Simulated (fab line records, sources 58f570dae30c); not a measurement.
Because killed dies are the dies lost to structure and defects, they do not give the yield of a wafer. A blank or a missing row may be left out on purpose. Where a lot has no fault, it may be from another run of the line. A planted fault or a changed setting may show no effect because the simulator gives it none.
fab line records	flow berkeley-cmos170	part 1 of 2: steps 1 to 25 of 37
record: lots: 5	wafers: 15	last-day: 13
route steps=331 shown M2@284 V2@292 M3@309
lots that met no fault: taken from a fault-free run of the same line
start-h: hours from the record's first day to the start of the lot's first wafer shown	wait-h: time in hours since the lot's previous step	" repeats the value in the row above	L1.1+2: several wafers, shown together as one row	- no value, or no start was given	* or withheld: withheld	< > ~ a bound
route shown NAME@n: NAME is a module with steps in the file, n the number in the route of the first one	usual: mean and standard deviation over wafers with no fault	same: alike in all rows	chamber/n: place in a boat	sites: the reading at each site	_std_site: their standard deviation	_edge_site: mean of outer sites minus mean of inner sites	radius-mm: for every site, how far away it sits from the centre of the wafer	mask NAME#n: copy n	behind: the tool/chamber that last shaped the wafer	hold: reason for holding the lot/hours on hold/outcome of the hold	device: the n, p or np transistor that did not switch	end of line: tests of these same wafers at the route's end	a step given without rows: its recipe and nothing more	killed: dies lost to structure and defects at the first sort, not the wafer's yield	map: shows each die of a wafer: x if killed, . if not, _ if none is there
set.NAME: the run value of the setting; set.NAME@STEP: its run value at that earlier step	model.NAME: the simulator's own value behind a step, which no gauge read
lots seen at some steps along the route; tables by step, rows by wafer
services: from which hour (start-h, from the record's first day; less than 0 if before it) a tool's chamber was out of use, for how many hours, and why
== steps ==
step: UCB170_M2_PEB_13
recipe: peb-temp-c: 130	peb-time-s: withheld	resist: KrF
usual: heater-power-total-W: 56.81/0.045
lot.wafer	tool	chamber	start-h	wait-h	heater-power-total-W
L081.1	litho-track-01	0	239.17	0.7	56.79
L081.2	"	0	"	"	56.80
L081.5	"	0	"	"	56.81
L079.2	litho-track-01	0	242.30	0.9	56.87
L079.5	"	0	"	"	56.80
L079.6	"	0	"	"	56.80
L082.1	litho-track-01	0	242.55	0.9	56.76
L082.4	"	0	"	"	56.76
L082.6	"	0	"	"	56.79
L085.4	litho-track-02	0	253.78	0.2	56.85
L085.5	"	0	"	"	56.83
L085.6	"	0	"	"	56.83
L095.2	litho-track-01	0	294.61	0.3	56.80
L095.3	"	0	"	"	56.82
L095.6	"	0	"	"	56.79
step: UCB170_M2_DEVELOP_14
recipe: developer: TMAH	develop-time-s: 45	resist: KrF	dev-temp-c: 21
lot.wafer	tool	chamber	start-h	wait-h
L081.1+2+5	litho-track-01	0	-	-
L079.2+5+6	litho-track-01	0	-	-
L082.1+4+6	litho-track-01	0	-	-
L085.4+5+6	litho-track-02	0	-	-
L095.2+3+6	litho-track-01	0	-	-
step: UCB170_M2_CD_MEAS_15
recipe: target-cd-nm: 700
usual: cd-nm: 700.0/1.5
lot.wafer	tool	chamber	start-h	wait-h	cd-nm
L081.1	cd-sem-02	-	239.44	-	699.2
L081.2	"	-	"	"	699.5
L081.5	"	-	"	"	699.9
L079.2	cd-sem-01	-	242.57	-	702.3
L079.5	"	-	"	"	702.6
L079.6	"	-	"	"	702.1
L082.1	cd-sem-02	-	242.82	-	699.8
L082.4	"	-	"	"	701.6
L082.6	"	-	"	"	701.1
L085.4	cd-sem-01	-	254.04	-	699.0
L085.5	"	-	"	"	699.7
L085.6	"	-	"	"	699.6
L095.2	cd-sem-02	-	294.88	-	700.0
L095.3	"	-	"	"	699.9
L095.6	"	-	"	"	699.7
step: UCB170_M2_OVL_MEAS_16
usual: M2_OVL: -3/5.7
lot.wafer	tool	chamber	start-h	wait-h	M2_OVL[nm]
L081.1	overlay-02	-	239.56	0.1	-6
L081.2	"	-	"	"	1
L081.5	"	-	"	"	-7
L079.2	overlay-02	-	242.67	0.1	-1
L079.5	"	-	"	"	-1
L079.6	"	-	"	"	0
L082.1	overlay-01	-	242.95	0.1	-5
L082.4	"	-	"	"	-2
L082.6	"	-	"	"	-6
L085.4	overlay-01	-	254.12	0.1	-1
L085.5	"	-	"	"	-3
L085.6	"	-	"	"	-8
L095.2	overlay-01	-	294.99	0.1	-4
L095.3	"	-	"	"	4
L095.6	"	-	"	"	-3
step: UCB170_M2_ETCH_17
recipe: chemistry: N2/H2	target-depth-a: withheld	overetch-a: withheld	target: BARC	time-s: withheld	source-w: 500	bias-w: 100	pressure-mtorr: 30	n2-flow-sccm: 100	h2-flow-sccm: 200
usual: chamber-pressure-mTorr: 30.001/0.026	drypump-motor-current-A: 5.8/0.53	oes-product-au: 0.997/0.02	rf-fwd-power-W: 493.9/1.9	throttle-valve-pct: 13.33/0.16
lot.wafer	tool	chamber	start-h	wait-h	chamber-pressure-mTorr	drypump-motor-current-A	oes-product-au	rf-fwd-power-W	throttle-valve-pct
L081.1	rie-diel-03	3	239.60	0.0	29.964	6.7	0.987	493.7	13.47
L081.2	"	1	"	"	29.994	6.5	1.005	491.1	13.26
L081.5	"	0	"	"	29.985	5.4	1.005	496.5	13.32
L079.2	rie-diel-02	3	242.70	0.0	30.038	5.7	1.013	491.1	13.07
L079.5	"	0	"	"	30.012	4.8	1.032	496.2	13.00
L079.6	"	1	"	"	30.035	6.0	0.965	492.9	13.27
L082.1	rie-diel-01	0	242.98	0.0	30.018	5.5	0.978	494.5	13.33
L082.4	"	1	"	"	29.983	5.7	1.016	497.3	13.61
L082.6	"	0	"	"	30.028	5.6	0.984	493.7	13.36
L085.4	rie-diel-03	2	254.13	0.0	30.008	5.0	1.017	493.3	13.30
L085.5	"	1	"	"	30.016	6.4	1.002	490.9	13.26
L085.6	"	0	"	"	29.992	5.4	1.013	493.6	13.32
L095.2	rie-diel-02	3	295.02	0.0	29.937	5.8	1.005	494.7	13.06
L095.3	"	1	"	"	30.014	6.0	0.962	492.4	13.27
L095.6	"	1	"	"	30.021	6.0	0.970	491.6	13.28
step: UCB170_M2_METAL_ETCH_18
recipe: chemistry: Cl2/BCl3	target: Al	stop-on: SiO2	pressure-mtorr: 12	target-depth-a: 11700	over-etch-frac: 0.3	time-s: 195	icp-w: 600	bias-w: 120	Cl2_flow_sccm: 90	bcl3-flow-sccm: 45
usual: chamber-pressure-mTorr: 12.000/0.011	drypump-motor-current-A: 5.6/0.51	oes-product-au: 0.868/0.014	rf-fwd-power-W: 597.7/1.9	throttle-valve-pct: 24.38/0.14
lot.wafer	tool	chamber	start-h	wait-h	chamber-pressure-mTorr	drypump-motor-current-A	oes-product-au	rf-fwd-power-W	rf-hours-counter-h	throttle-valve-pct
L081.1	rie-metal-03	0	239.64	-	12.003	5.2	0.878	596.9	10.6	24.32
L081.2	"	1	"	"	12.007	5.8	0.870	595.2	9.2	24.34
L081.5	"	0	"	"	12.011	5.2	0.869	599.3	-	24.32
L079.2	rie-metal-04	0	242.75	-	12.006	6.5	0.857	597.7	2.8	24.56
L079.5	"	1	"	"	11.993	5.6	0.890	595.8	-	24.06
L079.6	"	0	"	"	11.987	6.5	0.856	601.5	-	24.55
L082.1	rie-metal-01	0	243.03	-	11.995	4.8	0.853	596.2	10.6	24.50
L082.4	"	0	"	"	11.980	4.8	0.847	596.8	-	24.48
L082.6	"	0	"	"	12.008	4.8	0.854	593.1	-	24.48
L085.4	rie-metal-01	0	254.24	-	12.004	4.8	0.856	597.9	-	24.49
L085.5	"	0	"	"	11.999	4.8	0.845	597.4	-	24.50
L085.6	"	1	"	"	11.983	6.0	0.870	598.9	-	24.47
L095.2	rie-metal-03	0	295.06	-	12.000	5.3	0.876	595.1	12.9	24.32
L095.3	"	1	"	"	11.976	5.8	0.873	595.6	-	24.34
L095.6	"	0	"	"	11.992	5.2	0.875	595.2	-	24.30
step: UCB170_M2_STRIP_19
recipe: chemistry: O2	power-w: 400	pressure-mtorr: 3500	platen-temp-c: withheld	o2-flow-sccm: 400	overash-fraction: 0.5
usual: chamber-pressure-mTorr: 3500/3.6	drypump-motor-current-A: 5.59/0.29	oes-product-au: 0.546/0.011
lot.wafer	tool	chamber	start-h	wait-h	chamber-pressure-mTorr	drypump-motor-current-A	oes-product-au	rf-hours-counter-h
L081.1	plasma-asher-04	0	239.83	0.1	3508	5.39	0.535	40
L081.2	"	1	"	"	3496	5.51	0.545	40
L081.5	"	0	"	"	3499	5.35	0.540	-
L079.2	plasma-asher-02	1	242.93	0.1	3502	6.11	0.536	17
L079.5	"	0	"	"	3498	5.89	0.551	-
L079.6	"	1	"	"	3497	6.12	0.543	-
L082.1	plasma-asher-04	0	243.21	0.1	3495	5.33	0.550	40
L082.4	"	0	"	"	3501	5.32	0.558	-
L082.6	"	0	"	"	3498	5.35	0.545	-
L085.4	plasma-asher-01	0	254.40	0.1	3496	5.25	0.552	-
L085.5	"	0	"	"	3499	5.25	0.549	-
L085.6	"	1	"	"	3503	5.70	0.555	-
L095.2	plasma-asher-01	1	295.25	0.1	3496	5.74	0.539	59
L095.3	"	0	"	"	3494	5.20	0.534	-
L095.6	"	0	"	"	3505	5.23	0.533	-
step: UCB170_M2_CD_MEAS_90
recipe: target-cd-nm: 700
usual: cd-nm: 700.8/2.6
lot.wafer	tool	chamber	start-h	wait-h	cd-nm
L081.1	cd-sem-01	-	239.93	0.1	702.9
L081.2	"	-	"	"	701.4
L081.5	"	-	"	"	700.5
L079.2	cd-sem-01	-	243.05	0.1	702.1
L079.5	"	-	"	"	699.1
L079.6	"	-	"	"	700.3
L082.1	cd-sem-01	-	243.31	0.1	699.5
L082.4	"	-	"	"	697.9
L082.6	"	-	"	"	698.4
L085.4	cd-sem-02	-	254.52	0.1	698.4
L085.5	"	-	"	"	702.5
L085.6	"	-	"	"	702.7
L095.2	cd-sem-02	-	295.37	0.1	700.5
L095.3	"	-	"	"	696.8
L095.6	"	-	"	"	703.5
step: UCB170_V2_CVD_00
recipe: material: SiO2	target-thk-nm: 2000	temp-c: 390	precursor: TEOS/O2	time-s: 250	rf-w: 550	pressure-mtorr: 9000
usual: heater-power-w: 245/79	rf-fwd-power-W: 548.3/1.7
lot.wafer	tool	chamber	start-h	wait-h	heater-power-w	rf-fwd-power-W
L081.1	pecvd-04	0	240.05	0.1	336	549.4
L081.2	"	2	"	"	395	548.4
L081.5	"	1	"	"	212	547.2
L079.2	pecvd-04	1	243.15	0.1	272	549.2
L079.5	"	2	"	"	309	549.1
L079.6	"	0	"	"	242	547.8
L082.1	pecvd-03	1	243.43	0.1	218	547.5
L082.4	"	0	"	"	131	548.7
L082.6	"	1	"	"	275	547.7
L085.4	pecvd-03	2	254.66	0.1	317	546.6
L085.5	"	0	"	"	129	550.7
L085.6	"	1	"	"	187	548.2
L095.2	pecvd-03	1	295.47	0.1	237	548.3
L095.3	"	2	"	"	292	547.5
L095.6	"	2	"	"	237	546.2
step: UCB170_V2_THK_MEAS_01
recipe: reads: SiO2_of_V2_CVD_00
usual: V2_TEOS_THK: 1992/25
lot.wafer	tool	chamber	start-h	wait-h	V2_TEOS_THK[nm]
L081.1	film-metro-02	-	240.20	0.1	2000
L081.2	"	-	"	"	1975
L081.5	"	-	"	"	2041
L079.2	film-metro-04	-	243.32	0.1	1953
L079.5	"	-	"	"	1983
L079.6	"	-	"	"	1991
L082.1	film-metro-04	-	243.59	0.1	1963
L082.4	"	-	"	"	1980
L082.6	"	-	"	"	2004
L085.4	film-metro-04	-	254.77	0.0	2006
L085.5	"	-	"	"	2006
L085.6	"	-	"	"	2019
L095.2	film-metro-04	-	295.63	0.1	1984
L095.3	"	-	"	"	1987
L095.6	"	-	"	"	2017
step: UCB170_V2_CMP_02
recipe: material: SiO2	down-force-psi: 6	platen-rpm: 60	pad-velocity-m-s: 0.75398
usual: head-pressure-psi: 6.001/0.012	motor-current-A: 16.6/1.8	slurry-filter-dp-kPa: 13.51/0.14
lot.wafer	tool	chamber	start-h	wait-h	head-pressure-psi	motor-current-A	slurry-filter-dp-kPa
L081.2	cmp-01	2	240.36	0.1	5.990	14.0	13.63
L081.1	"	3	"	"	5.993	17.6	13.53
L081.5	"	0	"	"	6.012	16.8	13.69
L079.2	cmp-02	0	243.52	0.2	5.991	18.4	13.43
L079.5	"	1	"	"	6.004	14.5	13.51
L079.6	"	2	"	"	5.985	19.1	13.53
L082.1	cmp-01	1	243.65	0.1	5.999	17.8	13.61
L082.4	"	2	"	"	5.980	14.7	13.43
L082.6	"	1	"	"	6.000	17.2	13.40
L085.4	cmp-02	0	254.80	0.0	6.005	17.7	13.43
L085.5	"	0	"	"	6.008	17.8	13.49
L085.6	"	1	"	"	5.997	14.6	13.58
L095.3	cmp-01	0	295.68	0.0	5.997	16.1	13.59
L095.2	"	2	"	"	5.986	13.9	13.49
L095.6	"	1	"	"	5.993	17.6	13.29
step: UCB170_V2_BOW_MEAS_03
recipe: mode: bow
usual: V2_BOW: 38/7
lot.wafer	tool	chamber	start-h	wait-h	V2_BOW[um]
L081.1	film-metro-04	-	240.56	0.1	43
L081.2	"	-	"	"	32
L081.5	"	-	"	"	42
L079.2	film-metro-03	-	243.69	0.1	31
L079.5	"	-	"	"	39
L079.6	"	-	"	"	43
L082.1	film-metro-02	-	243.95	0.2	33
L082.4	"	-	"	"	30
L082.6	"	-	"	"	37
L085.4	film-metro-02	-	255.16	0.3	35
L085.5	"	-	"	"	28
L085.6	"	-	"	"	25
L095.2	film-metro-02	-	296.00	0.2	45
L095.3	"	-	"	"	39
L095.6	"	-	"	"	51
step: UCB170_V2_THK_MEAS_04
recipe: reads: SiO2_of_V2_CVD_00
usual: V2_POLISHED_THK: 1000.4/1.1
lot.wafer	tool	chamber	start-h	wait-h	V2_POLISHED_THK[nm]
L081.1	film-metro-04	-	240.68	0.1	1000.0
L081.2	"	-	"	"	1000.0
L081.5	"	-	"	"	1000.1
L079.2	film-metro-03	-	243.80	0.1	1000.3
L079.5	"	-	"	"	998.9
L079.6	"	-	"	"	997.6
L082.1	film-metro-02	-	244.07	0.1	1001.0
L082.4	"	-	"	"	999.5
L082.6	"	-	"	"	999.5
L085.4	film-metro-02	-	255.25	0.1	1001.1
L085.5	"	-	"	"	1001.6
L085.6	"	-	"	"	1000.6
L095.2	film-metro-02	-	296.11	0.1	1001.8
L095.3	"	-	"	"	999.6
L095.6	"	-	"	"	1002.7
step: UCB170_V2_CLEAN_05
recipe: chemistry: DIW
lot.wafer	tool	chamber	start-h	wait-h
L081.1+2+5	wet-bench-03	3	240.94	0.2
L079.2+5+6	wet-bench-01	0	244.86	1.1
L082.1+4+6	wet-bench-01	1	244.86	0.8
L085.4+5+6	wet-bench-01	2	256.71	1.5
L095.2+3+6	wet-bench-01	0	296.16	0.0
step: UCB170_V2_HMDS_06
recipe: prime-time-s: 60	prime-temp-c: 100
lot.wafer	tool	chamber	start-h	wait-h
L081.1+2+5	litho-track-03	0	241.75	0.6
L079.2+5+6	litho-track-04	0	245.52	0.5
L082.1+4+6	litho-track-04	0	245.94	0.9
L085.4+5+6	litho-track-04	0	257.31	0.4
L095.2+3+6	litho-track-02	0	296.76	0.4
step: UCB170_V2_COAT_07
recipe: resist: KrF	spin-rpm: 1500	resist-thk-nm: 888.8
lot.wafer	tool	chamber	start-h	wait-h
L081.1+2+5	litho-track-03	0	241.90	0.1
L079.2+5+6	litho-track-04	0	245.67	0.1
L082.1+4+6	litho-track-04	0	246.09	0.1
L085.4+5+6	litho-track-04	0	257.46	0.1
L095.2+3+6	litho-track-02	0	296.91	0.1
step: UCB170_V2_SOFTBAKE_08
recipe: resist: KrF	temp-c: 130	time-s: 60
usual: heater-power-total-W: 56.80/0.041
lot.wafer	tool	chamber	start-h	wait-h	heater-power-total-W
L081.1	litho-track-03	0	242.05	0.1	56.83
L081.2	"	0	"	"	56.82
L081.5	"	0	"	"	56.78
L079.2	litho-track-04	0	245.82	0.1	56.80
L079.5	"	0	"	"	56.76
L079.6	"	0	"	"	56.80
L082.1	litho-track-04	0	246.24	0.1	56.86
L082.4	"	0	"	"	56.79
L082.6	"	0	"	"	56.81
L085.4	litho-track-04	0	257.61	0.1	56.79
L085.5	"	0	"	"	56.83
L085.6	"	0	"	"	56.70
L095.2	litho-track-02	0	297.06	0.1	56.76
L095.3	"	0	"	"	56.73
L095.6	"	0	"	"	56.83
step: UCB170_V2_EXPOSE_09
recipe: mask-id: VIA2	target-cd-nm: 700	na: 0.5	sigma-outer: 0.6	source-shape: conventional	dose-mj: 37
lot.wafer	tool	chamber	start-h	wait-h	mask
L081.1+2+5	krf-scanner-02	0	242.28	0.2	VIA2#0
L079.2+5+6	krf-scanner-02	0	245.96	0.1	VIA2#0
L082.1+4+6	krf-scanner-02	0	-	-	VIA2#0
L085.4+5+6	krf-scanner-02	0	-	-	VIA2#0
L095.2+3+6	krf-scanner-02	0	297.20	0.1	VIA2#0
step: UCB170_V2_PEB_10
recipe: peb-temp-c: 130	peb-time-s: withheld	resist: KrF
usual: heater-power-total-W: 56.80/0.046
lot.wafer	tool	chamber	start-h	wait-h	heater-power-total-W
L081.1	litho-track-04	0	243.22	0.9	56.80
L081.2	"	0	"	"	56.82
L081.5	"	0	"	"	56.85
L079.2	litho-track-02	0	246.78	0.8	56.75
L079.5	"	0	"	"	56.79
L079.6	"	0	"	"	56.76
L082.1	litho-track-03	0	-	-	56.81
L082.4	"	0	"	"	56.88
L082.6	"	0	"	"	56.80
L085.4	litho-track-03	0	-	-	56.76
L085.5	"	0	"	"	56.73
L085.6	"	0	"	"	56.77
L095.2	litho-track-04	0	297.39	0.2	56.78
L095.3	"	0	"	"	56.79
L095.6	"	0	"	"	56.79
step: UCB170_V2_DEVELOP_11
recipe: developer: TMAH	develop-time-s: 45	resist: KrF	dev-temp-c: 21
lot.wafer	tool	chamber	start-h	wait-h
L081.1+2+5	litho-track-04	0	-	-
L079.2+5+6	litho-track-02	0	-	-
L082.1+4+6	litho-track-03	0	-	-
L085.4+5+6	litho-track-03	0	-	-
L095.2+3+6	litho-track-04	0	-	-
step: UCB170_V2_CD_MEAS_12
recipe: target-cd-nm: 700
usual: cd-nm: 699.9/1.4
lot.wafer	tool	chamber	start-h	wait-h	cd-nm
L081.1	cd-sem-02	-	243.49	-	697.4
L081.2	"	-	"	"	698.1
L081.5	"	-	"	"	698.4
L079.2	cd-sem-01	-	247.05	-	698.8
L079.5	"	-	"	"	699.3
L079.6	"	-	"	"	700.6
L082.1	cd-sem-02	-	248.00	-	702.1
L082.4	"	-	"	"	700.5
L082.6	"	-	"	"	701.8
L085.4	cd-sem-02	-	259.31	-	702.8
L085.5	"	-	"	"	703.3
L085.6	"	-	"	"	703.8
L095.2	cd-sem-01	-	297.66	-	699.6
L095.3	"	-	"	"	699.2
L095.6	"	-	"	"	700.4
step: UCB170_V2_OVL_MEAS_13
usual: V2_OVL: 3/6.2
lot.wafer	tool	chamber	start-h	wait-h	V2_OVL[nm]
L081.1	overlay-02	-	243.61	0.1	15
L081.2	"	-	"	"	4
L081.5	"	-	"	"	12
L079.2	overlay-01	-	247.16	0.1	1
L079.5	"	-	"	"	0
L079.6	"	-	"	"	-2
L082.1	overlay-02	-	248.12	0.1	10
L082.4	"	-	"	"	-9
L082.6	"	-	"	"	0
L085.4	overlay-02	-	259.38	0.1	-9
L085.5	"	-	"	"	-4
L085.6	"	-	"	"	-9
L095.2	overlay-02	-	297.77	0.1	12
L095.3	"	-	"	"	5
L095.6	"	-	"	"	3
step: UCB170_V2_ETCH_14
recipe: chemistry: CHF3/CF4/Ar	target: SiO2	stop-on: Al	CHF3_flow_sccm: 45	cf4-flow-sccm: 15	Ar_flow_sccm: 150	pressure-mtorr: 200	rf-w: 700	target-depth-a: 12500	over-etch-frac: 0.234	time-s: 291
usual: chamber-pressure-mTorr: 200.01/0.2	drypump-motor-current-A: 5.7/0.35	oes-product-au: 0.877/0.015	rf-fwd-power-W: 698.3/2.1	throttle-valve-pct: 6.95/0.1
lot.wafer	tool	chamber	start-h	wait-h	chamber-pressure-mTorr	drypump-motor-current-A	oes-product-au	rf-fwd-power-W	rf-hours-counter-h	throttle-valve-pct
L081.1	rie-diel-04	0	243.65	0.0	200.12	5.7	0.892	696.5	20	6.93
L081.2	"	2	"	"	200.18	5.7	0.883	702.2	135	6.88
L081.5	"	3	"	"	200.16	5.9	0.876	703.3	-	6.98
L079.2	rie-diel-02	1	247.19	0.0	200.10	6.0	0.855	697.2	73	7.01
L079.5	"	2	"	"	199.77	5.5	0.862	699.3	-	7.11
L079.6	"	3	"	"	200.09	5.7	0.907	700.4	-	6.79
L082.1	rie-diel-01	2	248.16	0.0	200.12	6.0	0.876	701.8	59	6.98
L082.4	"	3	"	"	199.76	6.4	0.859	695.8	84	6.96
L082.6	"	0	"	"	200.14	5.5	0.873	701.2	-	6.95
L085.4	rie-diel-04	0	259.49	0.1	199.79	5.7	0.893	700.4	-	6.92
L085.5	"	1	"	"	199.80	5.7	0.871	698.7	-	6.97
L085.6	"	3	"	"	199.85	5.9	0.871	698.4	-	6.99
L095.2	rie-diel-04	1	297.80	0.0	199.72	5.7	0.867	701.1	117	6.96
L095.3	"	0	"	"	199.80	5.7	0.889	697.3	25	6.92
L095.6	"	1	"	"	200.23	5.7	0.859	697.6	-	6.95
step: UCB170_V2_STRIP_15
recipe: chemistry: O2	power-w: 400	pressure-mtorr: 3500	platen-temp-c: withheld	o2-flow-sccm: 400	overash-fraction: 0.5
usual: chamber-pressure-mTorr: 3500/3.2	drypump-motor-current-A: 5.8/0.33	oes-product-au: 0.722/0.0048	strip-time-to-endpoint-s: 15.16/0.096
lot.wafer	tool	chamber	start-h	wait-h	chamber-pressure-mTorr	drypump-motor-current-A	oes-product-au	rf-hours-counter-h	strip-time-to-endpoint-s
L081.1	plasma-asher-03	1	243.83	0.1	3498	5.6	0.721	53	15.20
L081.2	"	0	"	"	3502	6.3	0.722	53	15.16
L081.5	"	1	"	"	3503	5.6	0.722	-	15.19
L079.2	plasma-asher-04	0	247.37	0.1	3501	5.3	0.720	41	15.15
L079.5	"	0	"	"	3497	5.3	0.728	-	15.17
L079.6	"	1	"	"	3501	5.5	0.722	-	15.29
L082.1	plasma-asher-04	0	248.33	0.1	3497	5.3	0.714	41	15.26
L082.4	"	0	"	"	3498	5.3	0.719	-	15.07
L082.6	"	0	"	"	3503	5.3	0.718	-	15.39
L085.4	plasma-asher-04	1	259.61	0.0	3500	5.5	0.717	-	15.27
L085.5	"	1	"	"	3503	5.5	0.726	-	15.29
L085.6	"	0	"	"	3501	5.4	0.721	-	15.26
L095.2	plasma-asher-03	1	298.00	0.1	3502	5.6	0.727	56	15.12
L095.3	"	0	"	"	3500	6.2	0.718	-	15.07
L095.6	"	1	"	"	3497	5.6	0.722	-	15.22
step: UCB170_V2_CD_MEAS_90
recipe: target-cd-nm: 700
usual: cd-nm: 699.7/1.5
lot.wafer	tool	chamber	start-h	wait-h	cd-nm
L081.1	cd-sem-01	-	243.93	0.1	697.5
L081.2	"	-	"	"	698.8
L081.5	"	-	"	"	698.9
L079.2	cd-sem-01	-	247.49	0.1	698.2
L079.5	"	-	"	"	698.1
L079.6	"	-	"	"	700.2
L082.1	cd-sem-01	-	248.52	0.1	700.8
L082.4	"	-	"	"	700.6
L082.6	"	-	"	"	700.9
L085.4	cd-sem-02	-	259.74	0.1	702.5
L085.5	"	-	"	"	701.7
L085.6	"	-	"	"	703.5
L095.2	cd-sem-01	-	298.12	0.1	698.4
L095.3	"	-	"	"	699.0
L095.6	"	-	"	"	699.8
